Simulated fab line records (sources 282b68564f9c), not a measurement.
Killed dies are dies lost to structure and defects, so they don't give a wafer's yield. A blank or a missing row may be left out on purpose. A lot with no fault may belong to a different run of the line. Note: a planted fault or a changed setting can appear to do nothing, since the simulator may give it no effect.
fab line records -- flow rit-cmos
record: lots: 6, wafers: 18, last-day: 6
route steps=202 shown PLDD@120 SPACER@125 NSD@131 M1@202
lots untouched by any fault: they come from a run of this same line in which no faults occurred
start-h: hours from the record's opening day to when the first of the lot's shown wafers began -- wait-h: hours since the lot's step before -- " same as the row above -- L1.1+2: a row that stands for several wafers -- - no value, or no start given -- * or withheld: withheld -- < > ~ a bound
route shown NAME@n: NAME is a module with steps in the file, n the number in the route of the first one -- usual: mean/standard deviation of fault-free wafers -- same: alike in all rows -- chamber/n: place in a boat -- sites: each site's reading -- _std_site: their standard deviation -- _edge_site: mean of outer sites minus mean of inner sites -- radius-mm: for every site, how far away it sits from the centre of the wafer -- mask NAME#n: copy n -- behind: the most recent tool/chamber to have shaped the wafer -- hold: the reason the lot was held/the length of the hold in hours/how it ended -- device: transistor that didn't switch, given as n, p or np -- end of line: the same wafers' tests at the end of the route -- step lacking rows: just its recipe -- killed: dies that structure and defects cost at the first sort, which is not the same as the wafer's yield -- map: dies across one wafer; x = killed, . = not, _ = none there
set.NAME: setting as actually run; set.NAME@STEP: the setting as run at that earlier step -- model.NAME: the simulator's own value behind a step, which no gauge read
lots at selected steps of the route; one table per step, one row per wafer
services: the hour from which a tool's chamber was out of use, counted from the record's first day as start-h (under 0 if before that day), plus the number of hours and why
== steps ==
step: RIT_PLDD_OVL_MEAS_06
usual: PLDD_OVL: 0.2/1.3
lot.wafer,tool,chamber,start-h,wait-h,PLDD_OVL[nm]
L539.1,overlay-02,-,55.17,-,0.3
L539.4,overlay-02,-,55.17,-,0.2
L539.5,overlay-02,-,55.17,-,-0.4
L542.1,overlay-02,-,70.14,-,0.2
L542.3,overlay-02,-,70.14,-,-1.2
L542.4,overlay-02,-,70.14,-,0.1
L551.1,overlay-01,-,113.73,-,1.2
L551.2,overlay-01,-,113.73,-,0.0
L551.3,overlay-01,-,113.73,-,-1.2
L552.2,overlay-02,-,116.99,-,1.8
L552.3,overlay-02,-,116.99,-,0.5
L552.4,overlay-02,-,116.99,-,2.1
L553.1,overlay-02,-,123.67,-,-0.9
L553.4,overlay-02,-,123.67,-,-0.4
L553.5,overlay-02,-,123.67,-,-1.1
L554.3,overlay-02,-,127.85,-,-0.7
L554.4,overlay-02,-,127.85,-,-0.5
L554.5,overlay-02,-,127.85,-,3.2
step: RIT_PLDD_HARDBAKE_07
recipe: resist: NOVOLAK, temp-c: 140, time-s: 60
step: RIT_PLDD_IMPLANT_08
recipe: species: BF2, energy-kev: 20, dose-cm2: 9e+14, tilt-deg: 7.148
step: RIT_PLDD_STRIP_09
recipe: chemistry: O2, time-s: 180, resist: NOVOLAK, platen-temp-c: withheld, power-w: 500, pressure-mtorr: 4000, o2-flow-sccm: 4000
usual: drypump-motor-current-A: 5.8/0.33
lot.wafer,tool,chamber,start-h,wait-h,drypump-motor-current-A,rf-hours-counter-h
L539.1,plasma-asher-02,1,55.50,0.1,5.3,25
L539.4,plasma-asher-02,1,55.50,0.1,5.3,-
L539.5,plasma-asher-02,0,55.50,0.1,6.0,-
L542.1,plasma-asher-01,1,70.47,0.1,6.1,41
L542.3,plasma-asher-01,1,70.47,0.1,6.1,-
L542.4,plasma-asher-01,0,70.47,0.1,5.4,-
L551.1,plasma-asher-02,1,114.07,0.1,5.3,32
L551.2,plasma-asher-02,0,114.07,0.1,6.0,32
L551.3,plasma-asher-02,1,114.07,0.1,5.3,-
L552.2,plasma-asher-01,0,117.32,0.1,5.4,45
L552.3,plasma-asher-01,0,117.32,0.1,5.4,-
L552.4,plasma-asher-01,1,117.32,0.1,6.1,-
L553.1,plasma-asher-02,1,124.01,0.1,5.3,33
L553.4,plasma-asher-02,0,124.01,0.1,6.0,-
L553.5,plasma-asher-02,0,124.01,0.1,6.0,-
L554.3,plasma-asher-03,0,128.23,0.1,6.1,-
L554.4,plasma-asher-03,1,128.23,0.1,6.0,-
L554.5,plasma-asher-03,0,128.23,0.1,6.1,-
step: RIT_PLDD_TW_MEAS_10
usual: PLDD_TW: 2365/11
lot.wafer,tool,chamber,start-h,wait-h,PLDD_TW
L539.1,film-metro-03,-,55.68,0.1,2352
L539.4,film-metro-03,-,55.68,0.1,2359
L539.5,film-metro-03,-,55.68,0.1,2361
L542.1,film-metro-03,-,70.65,0.1,2360
L542.3,film-metro-03,-,70.65,0.1,2359
L542.4,film-metro-03,-,70.65,0.1,2354
L551.1,film-metro-02,-,114.24,0.1,2377
L551.2,film-metro-02,-,114.24,0.1,2367
L551.3,film-metro-02,-,114.24,0.1,2375
L552.2,film-metro-01,-,117.50,0.1,2383
L552.3,film-metro-01,-,117.50,0.1,2385
L552.4,film-metro-01,-,117.50,0.1,2386
L553.1,film-metro-02,-,124.18,0.1,2382
L553.4,film-metro-02,-,124.18,0.1,2373
L553.5,film-metro-02,-,124.18,0.1,2374
L554.3,film-metro-03,-,128.37,0.1,2343
L554.4,film-metro-03,-,128.37,0.1,2365
L554.5,film-metro-03,-,128.37,0.1,2361
step: RIT_SPACER_CLEAN_00
recipe: chemistry: SC1, mix: 3:3:50, time-s: 600, temp-c: 75
step: RIT_SPACER_CLEAN_01
recipe: chemistry: dHF, dilution: 50:1, time-s: 30
step: RIT_SPACER_CLEAN_02
recipe: chemistry: SC2, mix: 3:3:50, time-s: 600, temp-c: 75, dry: n2-spin
step: RIT_SPACER_CVD_03
recipe: material: Si3N4, target-thk-nm: 250, temp-c: 810, precursor: SiH2Cl2/NH3, time-s: 3300, pressure-mtorr: 300, sih2cl2-flow-sccm: 60, nh3-flow-sccm: 150
step: RIT_SPACER_THK_MEAS_04
recipe: reads: Si3N4_of_SPACER_CVD_03
usual: SPACER_NITRIDE_THK: 250.5/2.1
lot.wafer,tool,chamber,start-h,wait-h,SPACER_NITRIDE_THK[nm]
L539.1,film-metro-04,-,58.10,0.0,250.7
L539.4,film-metro-04,-,58.10,0.0,252.2
L539.5,film-metro-04,-,58.10,0.0,250.8
L542.1,film-metro-04,-,72.99,0.0,248.4
L542.3,film-metro-04,-,72.99,0.0,251.3
L542.4,film-metro-04,-,72.99,0.0,251.2
L551.1,film-metro-02,-,116.62,0.0,254.2
L551.2,film-metro-02,-,116.62,0.0,253.4
L551.3,film-metro-02,-,116.62,0.0,255.0
L552.2,film-metro-01,-,119.85,0.0,249.6
L552.3,film-metro-01,-,119.85,0.0,249.2
L552.4,film-metro-01,-,119.85,0.0,250.2
L553.1,film-metro-01,-,126.56,0.0,252.4
L553.4,film-metro-01,-,126.56,0.0,250.4
L553.5,film-metro-01,-,126.56,0.0,252.3
L554.3,film-metro-01,-,130.76,0.0,250.6
L554.4,film-metro-01,-,130.76,0.0,249.1
L554.5,film-metro-01,-,130.76,0.0,249.7
step: RIT_SPACER_ETCHBACK_05
recipe: target-depth-a: 2500, SF6_flow_sccm: 30, CHF3_flow_sccm: 30, target: Si3N4, chemistry: SF6/CHF3, pressure-mtorr: 40, rf-w: 250, time-s: 240, stop-on: SiO2
usual: drypump-motor-current-A: 5.8/0.5, oes-product-au: 0.845/0.015, throttle-valve-pct: 10.30/0.13
lot.wafer,tool,chamber,start-h,wait-h,drypump-motor-current-A,oes-product-au,rf-hours-counter-h,throttle-valve-pct
L539.1,rie-diel-01,1,58.16,0.1,5.2,0.857,82,10.39
L539.4,rie-diel-01,3,58.16,0.1,5.8,0.864,21,10.41
L539.5,rie-diel-01,3,58.16,0.1,5.8,0.858,-,10.39
L542.1,rie-diel-01,1,73.05,0.1,5.2,0.846,82,10.39
L542.3,rie-diel-01,2,73.05,0.1,6.7,0.831,29,10.17
L542.4,rie-diel-01,0,73.05,0.1,5.5,0.859,140,10.54
L551.1,rie-diel-01,2,116.68,0.1,6.7,0.846,30,10.19
L551.2,rie-diel-01,3,116.68,0.1,5.8,0.876,22,10.40
L551.3,rie-diel-01,1,116.68,0.1,5.1,0.873,83,10.39
L552.2,rie-diel-01,1,119.90,0.0,5.2,0.850,83,10.39
L552.3,rie-diel-01,2,119.90,0.0,6.7,0.821,30,10.17
L552.4,rie-diel-01,0,119.90,0.0,5.5,0.844,141,10.52
L553.1,rie-diel-01,1,126.62,0.1,5.1,0.861,83,10.39
L553.4,rie-diel-01,3,126.62,0.1,5.8,0.863,22,10.40
L553.5,rie-diel-01,0,126.62,0.1,5.5,0.856,-,10.56
L554.3,rie-diel-04,1,130.80,0.0,6.1,0.842,102,10.42
L554.4,rie-diel-04,3,130.80,0.0,6.4,0.866,59,10.24
L554.5,rie-diel-04,3,130.80,0.0,6.3,0.860,-,10.24
step: RIT_NSD_HMDS_00
recipe: prime-time-s: 60, prime-temp-c: 140
step: RIT_NSD_COAT_01
recipe: resist: NOVOLAK, spin-rpm: 3250, resist-thk-nm: 1000
usual: spin-speed-rpm: 3250.3/2.1
lot.wafer,tool,chamber,start-h,wait-h,spin-speed-rpm,model.NOVOLAK_of_NSD_COAT_01.thk-nm
L539.1,litho-track-01,0,58.62,0.1,3252.0,994.3
L539.4,litho-track-01,0,58.62,0.1,3250.0,999.8
L539.5,litho-track-01,0,58.62,0.1,3245.8,996.9
L542.1,litho-track-03,0,73.35,0.1,3250.7,997.2
L542.3,litho-track-03,0,73.35,0.1,3252.9,998.2
L542.4,litho-track-03,0,73.35,0.1,3248.3,999.8
L551.1,litho-track-01,0,116.98,0.1,3372.8,982.2
L551.2,litho-track-01,0,116.98,0.1,3371.7,982.2
L551.3,litho-track-01,0,116.98,0.1,3373.5,981.4
L552.2,litho-track-02,0,120.22,0.1,3247.0,1005
L552.3,litho-track-02,0,120.22,0.1,3249.5,1002
L552.4,litho-track-02,0,120.22,0.1,3247.6,1004
L553.1,litho-track-01,0,126.92,0.1,3376.5,981.5
L553.4,litho-track-01,0,126.92,0.1,3377.0,982.3
L553.5,litho-track-01,0,126.92,0.1,3374.3,980.7
L554.3,litho-track-02,0,131.15,0.1,3249.6,1002
L554.4,litho-track-02,0,131.15,0.1,3250.5,1002
L554.5,litho-track-02,0,131.15,0.1,3249.6,1002
step: RIT_NSD_SOFTBAKE_02
recipe: resist: NOVOLAK, temp-c: 90, time-s: 60
step: RIT_NSD_EXPOSE_03
recipe: mask-id: M9, na: 0.57, target-cd-nm: 40700, dose-mj: 250
step: RIT_NSD_PEB_04
recipe: resist: NOVOLAK, temp-c: withheld, time-s: withheld
step: RIT_NSD_DEVELOP_05
recipe: resist: NOVOLAK, develop-time-s: 50, dev-temp-c: 23
step: RIT_NSD_OVL_MEAS_06
usual: NSD_OVL: 0.2/1.4
lot.wafer,tool,chamber,start-h,wait-h,NSD_OVL[nm]
L539.1,overlay-02,-,59.45,-,-0.8
L539.4,overlay-02,-,59.45,-,0.0
L539.5,overlay-02,-,59.45,-,-1.5
L542.1,overlay-02,-,74.18,-,0.0
L542.3,overlay-02,-,74.18,-,0.5
L542.4,overlay-02,-,74.18,-,-1.5
L551.1,overlay-02,-,117.87,-,0.1
L551.2,overlay-02,-,117.87,-,0.1
L551.3,overlay-02,-,117.87,-,-0.3
L552.2,overlay-02,-,121.03,-,1.1
L552.3,overlay-02,-,121.03,-,0.7
L552.4,overlay-02,-,121.03,-,0.0
L553.1,overlay-01,-,127.62,-,-2.1
L553.4,overlay-01,-,127.62,-,-1.0
L553.5,overlay-01,-,127.62,-,-2.9
L554.3,overlay-01,-,132.02,-,1.9
L554.4,overlay-01,-,132.02,-,4.0
L554.5,overlay-01,-,132.02,-,2.8
step: RIT_NSD_HARDBAKE_07
recipe: resist: NOVOLAK, temp-c: 140, time-s: 60
usual: heater-power-total-W: 62.55/0.045
lot.wafer,tool,chamber,start-h,wait-h,heater-power-total-W,model.NOVOLAK_of_NSD_COAT_01.thk-nm
L539.1,litho-track-02,0,59.48,0.0,62.58,878.8
L539.4,litho-track-02,0,59.48,0.0,62.52,883.6
L539.5,litho-track-02,0,59.48,0.0,62.47,881
L542.1,litho-track-03,0,74.21,0.0,62.53,881.4
L542.3,litho-track-03,0,74.21,0.0,62.48,882.2
L542.4,litho-track-03,0,74.21,0.0,62.56,883.6
L551.1,litho-track-01,0,117.91,0.0,62.60,868.1
L551.2,litho-track-01,0,117.91,0.0,62.52,868.2
L551.3,litho-track-01,0,117.91,0.0,62.51,867.5
L552.2,litho-track-03,0,121.08,0.0,62.56,888.4
L552.3,litho-track-03,0,121.08,0.0,62.54,885.9
L552.4,litho-track-03,0,121.08,0.0,62.57,887.7
L553.1,litho-track-03,0,127.66,0.0,62.54,867.6
L553.4,litho-track-03,0,127.66,0.0,62.46,868.3
L553.5,litho-track-03,0,127.66,0.0,62.49,866.8
L554.3,litho-track-02,0,132.10,0.1,62.51,885.7
L554.4,litho-track-02,0,132.10,0.1,62.53,885.6
L554.5,litho-track-02,0,132.10,0.1,62.49,885.9
step: RIT_NSD_IMPLANT_08
recipe: species: P, energy-kev: 24.73, dose-cm2: 1e+15, tilt-deg: 7
step: RIT_M1_PROBE_99
usual: killed-at-contacts: 0.1/0.32, killed-at-front-end: 6.7/2.9, killed-dies: 6.8/2.9, killed-on-rim: 1.8/1.4, killed-open: 3.3/1.7, killed-short: 3.4/2.1
same: gross-dies: 264, killed_at_M0_to_M3: 0, killed_at_M4_up: 0, killed-at-back-side: 0, killed-at-other: 0
lot.wafer,tool,chamber,start-h,wait-h,killed-at-contacts,killed-at-front-end,killed-dies,killed-on-rim,killed-open,killed-short
L539.1,prober-02,-,72.85,0.1,0,3,3,1,2,1
L539.4,prober-02,-,73.00,0.2,0,5,5,0,2,3
L539.5,prober-02,-,73.05,0.2,0,2,2,1,0,2
L542.1,prober-01,-,84.58,0.1,0,10,10,1,4,6
L542.3,prober-01,-,84.68,0.2,0,11,11,2,6,5
L542.4,prober-01,-,84.73,0.2,1,11,12,1,4,8
L551.1,prober-02,-,128.44,0.1,0,4,4,0,3,1
L551.2,prober-02,-,128.49,0.1,0,6,6,1,1,5
L551.3,prober-02,-,128.54,0.2,0,7,7,1,4,3
L552.2,prober-01,-,131.45,0.1,0,3,3,0,0,3
L552.3,prober-01,-,131.50,0.2,0,7,7,3,4,3
L552.4,prober-01,-,131.55,0.2,0,7,7,1,4,3
L553.1,prober-02,-,140.20,0.1,0,1,1,1,1,0
L553.4,prober-02,-,140.35,0.2,1,2,3,0,2,1
L553.5,prober-02,-,140.40,0.2,0,2,2,0,0,2
L554.3,prober-01,-,143.98,0.2,0,10,10,3,1,9
L554.4,prober-01,-,144.03,0.2,0,14,14,7,9,4
L554.5,prober-01,-,144.08,0.2,0,11,11,2,7,4
killed by level:class
L539.1 FOX1:geometric-particle:short=1 GATE:geometric-particle:open=1 SILICIDE:geometric-particle:open=1
L539.4 FOX1:geometric-particle:short=2 GATE:geometric-particle:short=1 GATE:geometric-particle:open=1 SPACER:geometric-particle:open=1
L539.5 SPACER:geometric-particle:short=1 SILICIDE:geometric-particle:short=1
L542.1 GATE:geometric-particle:short=3 FOX1:geometric-particle:open=2 FOX1:geometric-particle:short=1 GATE:geometric-particle:open=1 REOX:geometric-particle:short=1 REOX:geometric-particle:open=1 SILICIDE:geometric-particle:short=1
L542.3 GATE:geometric-particle:short=4 SILICIDE:geometric-particle:open=3 GATE:geometric-particle:open=2 FOX1:geometric-particle:open=1 SILICIDE:geometric-particle:short=1
L542.4 FOX1:geometric-particle:short=3 SILICIDE:geometric-particle:short=2 SILICIDE:geometric-particle:open=2 FOX2:geometric-particle:short=1 GATE:geometric-particle:short=1 GATE:geometric-particle:open=1 REOX:geometric-particle:open=1 CONTACT:geometric-particle:short=1
L551.1 GATE:geometric-particle:open=3 GATE:geometric-particle:short=1
L551.2 GATE:geometric-particle:short=3 FOX1:geometric-particle:short=1 GATE:geometric-particle:open=1 SILICIDE:geometric-particle:short=1
L551.3 GATE:geometric-particle:open=2 FOX1:geometric-particle:short=1 GATE:geometric-particle:short=1 REOX:geometric-particle:open=1 REOX:geometric-particle:short=1 SILICIDE:geometric-particle:open=1
L552.2 GATE:geometric-particle:short=2 FOX2:geometric-particle:short=1
L552.3 GATE:geometric-particle:short=2 FOX2:geometric-particle:open=1 GATE:geometric-particle:open=1 REOX:geometric-particle:open=1 SILICIDE:geometric-particle:short=1 SILICIDE:geometric-particle:open=1
L552.4 GATE:geometric-particle:open=2 GATE:geometric-particle:short=1 REOX:geometric-particle:short=1 SPACER:geometric-particle:open=1 SPACER:geometric-particle:short=1 SILICIDE:geometric-particle:open=1
L553.1 GATE:geometric-particle:open=1
L553.4 GATE:geometric-particle:short=1 GATE:geometric-particle:open=1 CONTACT:geometric-particle:open=1
L553.5 FOX2:geometric-particle:short=1 SILICIDE:geometric-particle:short=1
L554.3 FOX2:geometric-particle:short=4 FOX1:geometric-particle:short=2 GATE:geometric-particle:short=2 REOX:geometric-particle:short=1 SPACER:geometric-particle:open=1
L554.4 GATE:geometric-particle:open=3 FOX2:geometric-particle:open=2 SPACER:geometric-particle:short=2 ACTIVE:geometric-particle:open=1 FOX1:geometric-particle:open=1 FOX1:geometric-particle:short=1 FOX2:geometric-particle:short=1 REOX:geometric-particle:open=1
L554.5 FOX1:geometric-particle:short=2 FOX2:geometric-particle:open=2 GATE:geometric-particle:open=2 SILICIDE:geometric-particle:open=2 FOX1:geometric-particle:open=1 GATE:geometric-particle:short=1 SPACER:geometric-particle:short=1
== services ==
tool,chamber,start-h,hours,kind
plasma-asher-02,-,33.23,0.7,repair
rie-diel-04,-,38.04,3.3,repair
rie-diel-04,0,38.49,7.7,repair
rie-diel-01,1,38.91,4.2,repair
rie-diel-04,-,61.42,0.1,repair
plasma-asher-01,-,74.94,15.6,pm
plasma-asher-01,-,106.05,2.8,repair
rie-diel-04,-,107.91,2.8,pm
plasma-asher-02,-,116.39,3.3,repair
== key ==
first-sign: step: RIT_NSD_COAT_01, reading: spin-speed-rpm, direction: up, sigmas: 60, usual: 3250.3, struck: 3374.3
effect none on later readings
model-effect: step: RIT_NSD_COAT_01, value: NOVOLAK_of_NSD_COAT_01.thk-nm, without: 1000, struck: 981.7
model-effect: step: RIT_NSD_HARDBAKE_07, value: NOVOLAK_of_NSD_COAT_01.thk-nm, without: 884, struck: 867.8
met-at RIT_NSD_COAT_01
struck-wafers L551.1,L551.2,L551.3,L553.1,L553.4,L553.5
tester-left-out L551,L553
onset-between 58.62 116.98
fault: kind: process-parameter-drift, tool: litho-track-01, chamber: -, onset-h: 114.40, steps: RIT_NSD_COAT_01, channel: spin-rpm, offset: 124.23, shape: step, end-h: 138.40, acts-in: these-recipes-only, stated: 3250
tester-left-out: of these lots the tester's yield and bins aren't shown, on N5 and GAA mostly nor the transistor test; their killed dies are dies lost to structure and defects alone, not to doping, threshold or leakage, so they don't give the yield
